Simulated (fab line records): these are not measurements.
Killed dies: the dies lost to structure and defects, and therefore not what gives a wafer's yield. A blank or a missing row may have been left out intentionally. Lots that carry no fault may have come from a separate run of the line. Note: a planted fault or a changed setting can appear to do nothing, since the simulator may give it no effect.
fab line records || flow rit_cmos
record: {"lots": 7, "wafers": 21, "last_day": 7}
route steps=202 shown NSD@135 PSD@142 M1@202
lots that met no fault: taken from a fault-free run of the same line
start_h: the number of hours between the record's first day and the start of the first shown wafer of the lot || wait_h: how many hours have passed since the lot's step before this one || " unchanged from the row above || L1.1+2: one row covering several wafers at once || - no value, or no start was given || * or withheld: withheld || < > ~ a bound
route shown NAME@n: a module of which the file shows steps, and the number in the route of the first || usual: average and standard deviation across the fault-free wafers || same: alike in all rows || chamber/n: place in a boat || sites: readings site by site || _std_site: standard deviation of those values || _edge_site: inner sites' mean taken away from outer sites' mean || radius_mm: how far each site lies from the wafer's centre || mask NAME#n: copy n || behind: the most recent tool/chamber to have shaped the wafer || hold: why the lot was held/for how many hours/how that ended || device: names the non-switching transistor (n, p or np) || end of line: tests run on the same wafers once the route is complete || where a step has no rows: the recipe by itself || killed: dies lost to structure and defects at the first sort, not the wafer's yield || map: the dies of a wafer, with x for killed, . for not killed, _ for no die there
set.NAME: the setting the step ran with; set.NAME@STEP: the setting that earlier step ran with || model.NAME: the simulator's own value behind a step, which no gauge read
lots seen at some steps along the route; tables by step, rows by wafer
services: from which hour (start_h, from the record's first day; less than 0 if before it) a tool's chamber was out of use, for how many hours, and why
== steps ==
step: RIT_NSD_PEB_04
recipe: {"resist": "NOVOLAK", "temp_c": "withheld", "time_s": "withheld"}
step: RIT_NSD_DEVELOP_05
recipe: {"resist": "NOVOLAK", "develop_time_s": 50, "dev_temp_c": 23}
step: RIT_NSD_OVL_MEAS_06
usual: {"NSD_OVL": "0.2/1.2"}
{"lot.wafer": "L436.4", "tool": "overlay-02", "chamber": "-", "start_h": 79.51, "wait_h": "-", "NSD_OVL[nm]": 0.0}
{"lot.wafer": "L436.5", "tool": "overlay-02", "chamber": "-", "start_h": 79.51, "wait_h": "-", "NSD_OVL[nm]": 2.0}
{"lot.wafer": "L436.6", "tool": "overlay-02", "chamber": "-", "start_h": 79.51, "wait_h": "-", "NSD_OVL[nm]": 1.0}
{"lot.wafer": "L442.1", "tool": "overlay-01", "chamber": "-", "start_h": 109.11, "wait_h": "-", "NSD_OVL[nm]": -0.2}
{"lot.wafer": "L442.3", "tool": "overlay-01", "chamber": "-", "start_h": 109.11, "wait_h": "-", "NSD_OVL[nm]": 0.7}
{"lot.wafer": "L442.6", "tool": "overlay-01", "chamber": "-", "start_h": 109.11, "wait_h": "-", "NSD_OVL[nm]": 2.3}
{"lot.wafer": "L449.4", "tool": "overlay-02", "chamber": "-", "start_h": 141.72, "wait_h": "-", "NSD_OVL[nm]": 0.7}
{"lot.wafer": "L449.5", "tool": "overlay-02", "chamber": "-", "start_h": 141.72, "wait_h": "-", "NSD_OVL[nm]": 0.2}
{"lot.wafer": "L449.6", "tool": "overlay-02", "chamber": "-", "start_h": 141.72, "wait_h": "-", "NSD_OVL[nm]": 0.1}
{"lot.wafer": "L450.3", "tool": "overlay-02", "chamber": "-", "start_h": 147.43, "wait_h": "-", "NSD_OVL[nm]": 0.6}
{"lot.wafer": "L450.4", "tool": "overlay-02", "chamber": "-", "start_h": 147.43, "wait_h": "-", "NSD_OVL[nm]": -1.1}
{"lot.wafer": "L450.6", "tool": "overlay-02", "chamber": "-", "start_h": 147.43, "wait_h": "-", "NSD_OVL[nm]": 0.9}
{"lot.wafer": "L451.3", "tool": "overlay-02", "chamber": "-", "start_h": 149.88, "wait_h": "-", "NSD_OVL[nm]": 3.2}
{"lot.wafer": "L451.4", "tool": "overlay-02", "chamber": "-", "start_h": 149.88, "wait_h": "-", "NSD_OVL[nm]": 3.4}
{"lot.wafer": "L451.6", "tool": "overlay-02", "chamber": "-", "start_h": 149.88, "wait_h": "-", "NSD_OVL[nm]": 2.2}
{"lot.wafer": "L452.2", "tool": "overlay-01", "chamber": "-", "start_h": 157.02, "wait_h": "-", "NSD_OVL[nm]": -2.3}
{"lot.wafer": "L452.5", "tool": "overlay-01", "chamber": "-", "start_h": 157.02, "wait_h": "-", "NSD_OVL[nm]": 0.2}
{"lot.wafer": "L452.6", "tool": "overlay-01", "chamber": "-", "start_h": 157.02, "wait_h": "-", "NSD_OVL[nm]": 1.3}
{"lot.wafer": "L453.3", "tool": "overlay-02", "chamber": "-", "start_h": 161.69, "wait_h": "-", "NSD_OVL[nm]": -0.8}
{"lot.wafer": "L453.5", "tool": "overlay-02", "chamber": "-", "start_h": 161.69, "wait_h": "-", "NSD_OVL[nm]": -1.6}
{"lot.wafer": "L453.6", "tool": "overlay-02", "chamber": "-", "start_h": 161.69, "wait_h": "-", "NSD_OVL[nm]": -1.5}
step: RIT_NSD_HARDBAKE_07
recipe: {"resist": "NOVOLAK", "temp_c": 138.8, "time_s": 60}
step: RIT_NSD_IMPLANT_08
recipe: {"species": "P", "energy_kev": 25, "dose_cm2": 1e+15, "tilt_deg": 7}
step: RIT_NSD_STRIP_09
recipe: {"chemistry": "O2", "time_s": 180, "resist": "NOVOLAK", "platen_temp_c": "withheld", "power_w": 500, "pressure_mtorr": 4000, "o2_flow_sccm": 4000}
usual: {"drypump_motor_current_A": "5.5/0.42"}
{"lot.wafer": "L436.4", "tool": "plasma_asher-02", "chamber": 1, "start_h": 79.88, "wait_h": 0.1, "drypump_motor_current_A": 6.0, "rf_hours_counter_h": "-"}
{"lot.wafer": "L436.5", "tool": "plasma_asher-02", "chamber": 1, "start_h": 79.88, "wait_h": 0.1, "drypump_motor_current_A": 6.0, "rf_hours_counter_h": "-"}
{"lot.wafer": "L436.6", "tool": "plasma_asher-02", "chamber": 0, "start_h": 79.88, "wait_h": 0.1, "drypump_motor_current_A": 5.7, "rf_hours_counter_h": "-"}
{"lot.wafer": "L442.1", "tool": "plasma_asher-01", "chamber": 1, "start_h": 109.44, "wait_h": 0.1, "drypump_motor_current_A": 5.9, "rf_hours_counter_h": 34}
{"lot.wafer": "L442.3", "tool": "plasma_asher-01", "chamber": 0, "start_h": 109.44, "wait_h": 0.1, "drypump_motor_current_A": 4.8, "rf_hours_counter_h": "-"}
{"lot.wafer": "L442.6", "tool": "plasma_asher-01", "chamber": 1, "start_h": 109.44, "wait_h": 0.1, "drypump_motor_current_A": 5.9, "rf_hours_counter_h": "-"}
{"lot.wafer": "L449.4", "tool": "plasma_asher-03", "chamber": 0, "start_h": 142.15, "wait_h": 0.1, "drypump_motor_current_A": 5.3, "rf_hours_counter_h": "-"}
{"lot.wafer": "L449.5", "tool": "plasma_asher-03", "chamber": 0, "start_h": 142.15, "wait_h": 0.1, "drypump_motor_current_A": 5.3, "rf_hours_counter_h": "-"}
{"lot.wafer": "L449.6", "tool": "plasma_asher-03", "chamber": 1, "start_h": 142.15, "wait_h": 0.1, "drypump_motor_current_A": 5.2, "rf_hours_counter_h": "-"}
{"lot.wafer": "L450.3", "tool": "plasma_asher-01", "chamber": 0, "start_h": 147.82, "wait_h": 0.1, "drypump_motor_current_A": 4.8, "rf_hours_counter_h": "-"}
{"lot.wafer": "L450.4", "tool": "plasma_asher-01", "chamber": 1, "start_h": 147.82, "wait_h": 0.1, "drypump_motor_current_A": 5.9, "rf_hours_counter_h": "-"}
{"lot.wafer": "L450.6", "tool": "plasma_asher-01", "chamber": 1, "start_h": 147.82, "wait_h": 0.1, "drypump_motor_current_A": 5.9, "rf_hours_counter_h": "-"}
{"lot.wafer": "L451.3", "tool": "plasma_asher-03", "chamber": 0, "start_h": 150.26, "wait_h": 0.1, "drypump_motor_current_A": 5.3, "rf_hours_counter_h": "-"}
{"lot.wafer": "L451.4", "tool": "plasma_asher-03", "chamber": 1, "start_h": 150.26, "wait_h": 0.1, "drypump_motor_current_A": 5.2, "rf_hours_counter_h": "-"}
{"lot.wafer": "L451.6", "tool": "plasma_asher-03", "chamber": 0, "start_h": 150.26, "wait_h": 0.1, "drypump_motor_current_A": 5.3, "rf_hours_counter_h": "-"}
{"lot.wafer": "L452.2", "tool": "plasma_asher-03", "chamber": 1, "start_h": 157.35, "wait_h": 0.1, "drypump_motor_current_A": 5.2, "rf_hours_counter_h": 3}
{"lot.wafer": "L452.5", "tool": "plasma_asher-03", "chamber": 0, "start_h": 157.35, "wait_h": 0.1, "drypump_motor_current_A": 5.3, "rf_hours_counter_h": "-"}
{"lot.wafer": "L452.6", "tool": "plasma_asher-03", "chamber": 1, "start_h": 157.35, "wait_h": 0.1, "drypump_motor_current_A": 5.2, "rf_hours_counter_h": "-"}
{"lot.wafer": "L453.3", "tool": "plasma_asher-01", "chamber": 1, "start_h": 162.08, "wait_h": 0.1, "drypump_motor_current_A": 5.9, "rf_hours_counter_h": "-"}
{"lot.wafer": "L453.5", "tool": "plasma_asher-01", "chamber": 0, "start_h": 162.08, "wait_h": 0.1, "drypump_motor_current_A": 4.8, "rf_hours_counter_h": "-"}
{"lot.wafer": "L453.6", "tool": "plasma_asher-01", "chamber": 1, "start_h": 162.08, "wait_h": 0.1, "drypump_motor_current_A": 5.9, "rf_hours_counter_h": "-"}
step: RIT_NSD_TW_MEAS_10
usual: {"NSD_TW": "3112/13"}
{"lot.wafer": "L436.4", "tool": "film_metro-04", "chamber": "-", "start_h": 80.03, "wait_h": 0.1, "NSD_TW": 3085}
{"lot.wafer": "L436.5", "tool": "film_metro-04", "chamber": "-", "start_h": 80.03, "wait_h": 0.1, "NSD_TW": 3103}
{"lot.wafer": "L436.6", "tool": "film_metro-04", "chamber": "-", "start_h": 80.03, "wait_h": 0.1, "NSD_TW": 3090}
{"lot.wafer": "L442.1", "tool": "film_metro-03", "chamber": "-", "start_h": 109.62, "wait_h": 0.1, "NSD_TW": 3098}
{"lot.wafer": "L442.3", "tool": "film_metro-03", "chamber": "-", "start_h": 109.62, "wait_h": 0.1, "NSD_TW": 3107}
{"lot.wafer": "L442.6", "tool": "film_metro-03", "chamber": "-", "start_h": 109.62, "wait_h": 0.1, "NSD_TW": 3086}
{"lot.wafer": "L449.4", "tool": "film_metro-04", "chamber": "-", "start_h": 142.30, "wait_h": 0.1, "NSD_TW": 3135}
{"lot.wafer": "L449.5", "tool": "film_metro-04", "chamber": "-", "start_h": 142.30, "wait_h": 0.1, "NSD_TW": 3141}
{"lot.wafer": "L449.6", "tool": "film_metro-04", "chamber": "-", "start_h": 142.30, "wait_h": 0.1, "NSD_TW": 3123}
{"lot.wafer": "L450.3", "tool": "film_metro-04", "chamber": "-", "start_h": 147.96, "wait_h": 0.1, "NSD_TW": 3120}
{"lot.wafer": "L450.4", "tool": "film_metro-04", "chamber": "-", "start_h": 147.96, "wait_h": 0.1, "NSD_TW": 3110}
{"lot.wafer": "L450.6", "tool": "film_metro-04", "chamber": "-", "start_h": 147.96, "wait_h": 0.1, "NSD_TW": 3121}
{"lot.wafer": "L451.3", "tool": "film_metro-02", "chamber": "-", "start_h": 150.40, "wait_h": 0.1, "NSD_TW": 3108}
{"lot.wafer": "L451.4", "tool": "film_metro-02", "chamber": "-", "start_h": 150.40, "wait_h": 0.1, "NSD_TW": 3097}
{"lot.wafer": "L451.6", "tool": "film_metro-02", "chamber": "-", "start_h": 150.40, "wait_h": 0.1, "NSD_TW": 3090}
{"lot.wafer": "L452.2", "tool": "film_metro-02", "chamber": "-", "start_h": 157.53, "wait_h": 0.1, "NSD_TW": 3081}
{"lot.wafer": "L452.5", "tool": "film_metro-02", "chamber": "-", "start_h": 157.53, "wait_h": 0.1, "NSD_TW": 3090}
{"lot.wafer": "L452.6", "tool": "film_metro-02", "chamber": "-", "start_h": 157.53, "wait_h": 0.1, "NSD_TW": 3085}
{"lot.wafer": "L453.3", "tool": "film_metro-04", "chamber": "-", "start_h": 162.21, "wait_h": 0.1, "NSD_TW": 3111}
{"lot.wafer": "L453.5", "tool": "film_metro-04", "chamber": "-", "start_h": 162.21, "wait_h": 0.1, "NSD_TW": 3109}
{"lot.wafer": "L453.6", "tool": "film_metro-04", "chamber": "-", "start_h": 162.21, "wait_h": 0.1, "NSD_TW": 3120}
step: RIT_PSD_HMDS_00
recipe: {"prime_time_s": 60, "prime_temp_c": 140}
step: RIT_PSD_COAT_01
recipe: {"resist": "NOVOLAK", "spin_rpm": 3250, "resist_thk_nm": 1000}
step: RIT_PSD_SOFTBAKE_02
recipe: {"resist": "NOVOLAK", "temp_c": 90, "time_s": 60}
step: RIT_PSD_EXPOSE_03
recipe: {"mask_id": "M10", "na": 0.57, "target_cd_nm": 40900, "dose_mj": 250}
step: RIT_PSD_PEB_04
recipe: {"resist": "NOVOLAK", "temp_c": "withheld", "time_s": "withheld"}
step: RIT_PSD_DEVELOP_05
recipe: {"resist": "NOVOLAK", "develop_time_s": 50, "dev_temp_c": 23}
usual: {"developer_temp_C": "22.98/0.11"}
{"lot.wafer": "L436.4", "tool": "litho_track-01", "chamber": 0, "start_h": 80, "wait_h": "-", "developer_temp_C": 23.05}
{"lot.wafer": "L436.5", "tool": "litho_track-01", "chamber": 0, "start_h": 80, "wait_h": "-", "developer_temp_C": 23.01}
{"lot.wafer": "L436.6", "tool": "litho_track-01", "chamber": 0, "start_h": 80, "wait_h": "-", "developer_temp_C": 23.07}
{"lot.wafer": "L442.1", "tool": "litho_track-04", "chamber": 0, "start_h": 110, "wait_h": "-", "developer_temp_C": 22.94}
{"lot.wafer": "L442.3", "tool": "litho_track-04", "chamber": 0, "start_h": 110, "wait_h": "-", "developer_temp_C": 23.11}
{"lot.wafer": "L442.6", "tool": "litho_track-04", "chamber": 0, "start_h": 110, "wait_h": "-", "developer_temp_C": 23.01}
{"lot.wafer": "L449.4", "tool": "litho_track-04", "chamber": 0, "start_h": 143, "wait_h": "-", "developer_temp_C": 20.57}
{"lot.wafer": "L449.5", "tool": "litho_track-04", "chamber": 0, "start_h": 143, "wait_h": "-", "developer_temp_C": 20.57}
{"lot.wafer": "L449.6", "tool": "litho_track-04", "chamber": 0, "start_h": 143, "wait_h": "-", "developer_temp_C": 20.64}
{"lot.wafer": "L450.3", "tool": "litho_track-04", "chamber": 0, "start_h": 148, "wait_h": "-", "developer_temp_C": 20.78}
{"lot.wafer": "L450.4", "tool": "litho_track-04", "chamber": 0, "start_h": 148, "wait_h": "-", "developer_temp_C": 20.82}
{"lot.wafer": "L450.6", "tool": "litho_track-04", "chamber": 0, "start_h": 148, "wait_h": "-", "developer_temp_C": 20.68}
{"lot.wafer": "L451.3", "tool": "litho_track-03", "chamber": 0, "start_h": 151, "wait_h": "-", "developer_temp_C": 23.05}
{"lot.wafer": "L451.4", "tool": "litho_track-03", "chamber": 0, "start_h": 151, "wait_h": "-", "developer_temp_C": 23.02}
{"lot.wafer": "L451.6", "tool": "litho_track-03", "chamber": 0, "start_h": 151, "wait_h": "-", "developer_temp_C": 22.91}
{"lot.wafer": "L452.2", "tool": "litho_track-04", "chamber": 0, "start_h": 158, "wait_h": "-", "developer_temp_C": 20.75}
{"lot.wafer": "L452.5", "tool": "litho_track-04", "chamber": 0, "start_h": 158, "wait_h": "-", "developer_temp_C": 20.75}
{"lot.wafer": "L452.6", "tool": "litho_track-04", "chamber": 0, "start_h": 158, "wait_h": "-", "developer_temp_C": 20.84}
{"lot.wafer": "L453.3", "tool": "litho_track-03", "chamber": 0, "start_h": 163, "wait_h": "-", "developer_temp_C": 22.89}
{"lot.wafer": "L453.5", "tool": "litho_track-03", "chamber": 0, "start_h": 163, "wait_h": "-", "developer_temp_C": 22.92}
{"lot.wafer": "L453.6", "tool": "litho_track-03", "chamber": 0, "start_h": 163, "wait_h": "-", "developer_temp_C": 22.92}
step: RIT_PSD_OVL_MEAS_06
usual: {"PSD_OVL": "-0.2/1.4"}
{"lot.wafer": "L436.4", "tool": "overlay-02", "chamber": "-", "start_h": 80.93, "wait_h": "-", "PSD_OVL[nm]": -0.7}
{"lot.wafer": "L436.5", "tool": "overlay-02", "chamber": "-", "start_h": 80.93, "wait_h": "-", "PSD_OVL[nm]": -1.8}
{"lot.wafer": "L436.6", "tool": "overlay-02", "chamber": "-", "start_h": 80.93, "wait_h": "-", "PSD_OVL[nm]": -3.3}
{"lot.wafer": "L442.1", "tool": "overlay-02", "chamber": "-", "start_h": 110.81, "wait_h": "-", "PSD_OVL[nm]": -1.7}
{"lot.wafer": "L442.3", "tool": "overlay-02", "chamber": "-", "start_h": 110.81, "wait_h": "-", "PSD_OVL[nm]": -0.1}
{"lot.wafer": "L442.6", "tool": "overlay-02", "chamber": "-", "start_h": 110.81, "wait_h": "-", "PSD_OVL[nm]": 1.1}
{"lot.wafer": "L449.4", "tool": "overlay-01", "chamber": "-", "start_h": 143.20, "wait_h": "-", "PSD_OVL[nm]": 1.2}
{"lot.wafer": "L449.5", "tool": "overlay-01", "chamber": "-", "start_h": 143.20, "wait_h": "-", "PSD_OVL[nm]": 1.9}
{"lot.wafer": "L449.6", "tool": "overlay-01", "chamber": "-", "start_h": 143.20, "wait_h": "-", "PSD_OVL[nm]": 0.7}
{"lot.wafer": "L450.3", "tool": "overlay-01", "chamber": "-", "start_h": 148.86, "wait_h": "-", "PSD_OVL[nm]": -0.4}
{"lot.wafer": "L450.4", "tool": "overlay-01", "chamber": "-", "start_h": 148.86, "wait_h": "-", "PSD_OVL[nm]": -1.5}
{"lot.wafer": "L450.6", "tool": "overlay-01", "chamber": "-", "start_h": 148.86, "wait_h": "-", "PSD_OVL[nm]": -1.4}
{"lot.wafer": "L451.3", "tool": "overlay-02", "chamber": "-", "start_h": 151.38, "wait_h": "-", "PSD_OVL[nm]": -1.1}
{"lot.wafer": "L451.4", "tool": "overlay-02", "chamber": "-", "start_h": 151.38, "wait_h": "-", "PSD_OVL[nm]": -2.1}
{"lot.wafer": "L451.6", "tool": "overlay-02", "chamber": "-", "start_h": 151.38, "wait_h": "-", "PSD_OVL[nm]": -0.5}
{"lot.wafer": "L452.2", "tool": "overlay-01", "chamber": "-", "start_h": 158.61, "wait_h": "-", "PSD_OVL[nm]": -0.4}
{"lot.wafer": "L452.5", "tool": "overlay-01", "chamber": "-", "start_h": 158.61, "wait_h": "-", "PSD_OVL[nm]": 0.7}
{"lot.wafer": "L452.6", "tool": "overlay-01", "chamber": "-", "start_h": 158.61, "wait_h": "-", "PSD_OVL[nm]": 1.0}
{"lot.wafer": "L453.3", "tool": "overlay-01", "chamber": "-", "start_h": 163.12, "wait_h": "-", "PSD_OVL[nm]": 1.4}
{"lot.wafer": "L453.5", "tool": "overlay-01", "chamber": "-", "start_h": 163.12, "wait_h": "-", "PSD_OVL[nm]": 0.0}
{"lot.wafer": "L453.6", "tool": "overlay-01", "chamber": "-", "start_h": 163.12, "wait_h": "-", "PSD_OVL[nm]": -0.2}
step: RIT_M1_PROBE_99
usual: {"killed_at_contacts": "0.1/0.3", "killed_at_front_end": "6.7/2.6", "killed_dies": "6.8/2.6", "killed_open": "3.3/1.7", "killed_short": "3.4/2"}
same: {"gross_dies": 264, "killed_at_M0_to_M3": 0, "killed_at_M4_up": 0, "killed_at_back_side": 0, "killed_at_other": 0}
{"lot.wafer": "L442.1", "tool": "prober-01", "chamber": "-", "start_h": 119.31, "wait_h": 0.1, "killed_at_contacts": 0, "killed_at_front_end": 6, "killed_dies": 6, "killed_open": 5, "killed_short": 1}
{"lot.wafer": "L442.3", "tool": "prober-01", "chamber": "-", "start_h": 119.41, "wait_h": 0.2, "killed_at_contacts": 0, "killed_at_front_end": 12, "killed_dies": 12, "killed_open": 6, "killed_short": 6}
{"lot.wafer": "L442.6", "tool": "prober-01", "chamber": "-", "start_h": 119.56, "wait_h": 0.2, "killed_at_contacts": 0, "killed_at_front_end": 6, "killed_dies": 6, "killed_open": 2, "killed_short": 4}
{"lot.wafer": "L449.4", "tool": "prober-01", "chamber": "-", "start_h": 151.87, "wait_h": 0.2, "killed_at_contacts": 1, "killed_at_front_end": 6, "killed_dies": 7, "killed_open": 2, "killed_short": 5}
{"lot.wafer": "L449.5", "tool": "prober-01", "chamber": "-", "start_h": 151.92, "wait_h": 0.2, "killed_at_contacts": 0, "killed_at_front_end": 6, "killed_dies": 6, "killed_open": 4, "killed_short": 2}
{"lot.wafer": "L449.6", "tool": "prober-01", "chamber": "-", "start_h": 151.97, "wait_h": 0.2, "killed_at_contacts": 0, "killed_at_front_end": 6, "killed_dies": 6, "killed_open": 4, "killed_short": 2}
{"lot.wafer": "L452.2", "tool": "prober-02", "chamber": "-", "start_h": 167.08, "wait_h": 0.1, "killed_at_contacts": 0, "killed_at_front_end": 9, "killed_dies": 9, "killed_open": 4, "killed_short": 5}
{"lot.wafer": "L452.5", "tool": "prober-02", "chamber": "-", "start_h": 167.23, "wait_h": 0.2, "killed_at_contacts": 0, "killed_at_front_end": 12, "killed_dies": 12, "killed_open": 8, "killed_short": 4}
{"lot.wafer": "L452.6", "tool": "prober-02", "chamber": "-", "start_h": 167.28, "wait_h": 0.2, "killed_at_contacts": 0, "killed_at_front_end": 9, "killed_dies": 9, "killed_open": 6, "killed_short": 3}
killed by level:class
L442.1 GATE:geometric_particle:open=2 SILICIDE:geometric_particle:open=2 GATE:geometric_particle:short=1 REOX:geometric_particle:open=1
L442.3 GATE:geometric_particle:open=4 GATE:geometric_particle:short=3 SILICIDE:geometric_particle:open=2 SILICIDE:geometric_particle:short=2 REOX:geometric_particle:short=1
L442.6 FOX2:geometric_particle:short=2 FOX1:geometric_particle:short=1 GATE:geometric_particle:open=1 REOX:geometric_particle:short=1 SILICIDE:geometric_particle:open=1
L449.4 GATE:geometric_particle:short=3 FOX1:geometric_particle:open=1 FOX2:geometric_particle:short=1 GATE:geometric_particle:open=1 CONTACT:geometric_particle:short=1
L449.5 FOX1:geometric_particle:open=2 FOX1:geometric_particle:short=1 GATE:geometric_particle:open=1 GATE:geometric_particle:short=1 SPACER:geometric_particle:open=1
L449.6 SPACER:geometric_particle:open=2 FOX2:geometric_particle:short=1 GATE:geometric_particle:open=1 REOX:geometric_particle:open=1 SILICIDE:geometric_particle:short=1
L452.2 FOX1:geometric_particle:short=2 GATE:geometric_particle:open=2 REOX:geometric_particle:short=2 FOX2:geometric_particle:short=1 FOX2:geometric_particle:open=1 SPACER:geometric_particle:open=1
L452.5 GATE:geometric_particle:open=4 GATE:geometric_particle:short=2 REOX:geometric_particle:open=2 FOX2:geometric_particle:open=1 REOX:geometric_particle:short=1 SPACER:geometric_particle:short=1 SILICIDE:geometric_particle:open=1
L452.6 GATE:geometric_particle:open=5 GATE:geometric_particle:short=2 REOX:geometric_particle:open=1 SILICIDE:geometric_particle:short=1
== services ==
{"tool": "plasma_asher-02", "chamber": "-", "start_h": 67.06, "hours": 1.2, "kind": "repair"}
{"tool": "plasma_asher-03", "chamber": "-", "start_h": 107.08, "hours": 5.2, "kind": "repair"}
{"tool": "plasma_asher-03", "chamber": "-", "start_h": 112.27, "hours": 9.0, "kind": "pm"}
{"tool": "plasma_asher-03", "chamber": 0, "start_h": 112.27, "hours": 9.0, "kind": "vent_cycle"}
{"tool": "plasma_asher-03", "chamber": 1, "start_h": 112.27, "hours": 9.0, "kind": "vent_cycle"}
{"tool": "plasma_asher-03", "chamber": 0, "start_h": 121.27, "hours": "-", "kind": "clean"}
{"tool": "plasma_asher-03", "chamber": 1, "start_h": 121.27, "hours": "-", "kind": "clean"}
== key ==
first_sign: {"step": "RIT_PSD_DEVELOP_05", "reading": "developer_temp_C", "direction": "down", "sigmas": 20, "usual": "*", "struck": "*"}
effect none on later readings
met_at RIT_PSD_DEVELOP_05
struck_wafers L449.4,L449.5,L449.6,L450.3,L450.4,L450.6,L452.2,L452.5,L452.6
tester_left_out L449,L450,L452
onset_between 110 143
fault: {"kind": "process_parameter_drift", "tool": "litho_track-04", "chamber": "-", "onset_h": 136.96, "steps": "RIT_PSD_DEVELOP_05", "channel": "dev_temp_c", "offset": "*", "shape": "step", "end_h": 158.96, "acts_in": "*", "stated": "*"}
tester_left_out: of these lots the tester's yield and bins aren't shown, on N5 and GAA mostly nor the transistor test; their killed dies are dies lost to structure and defects alone, not to doping, threshold or leakage, so they don't give the yield
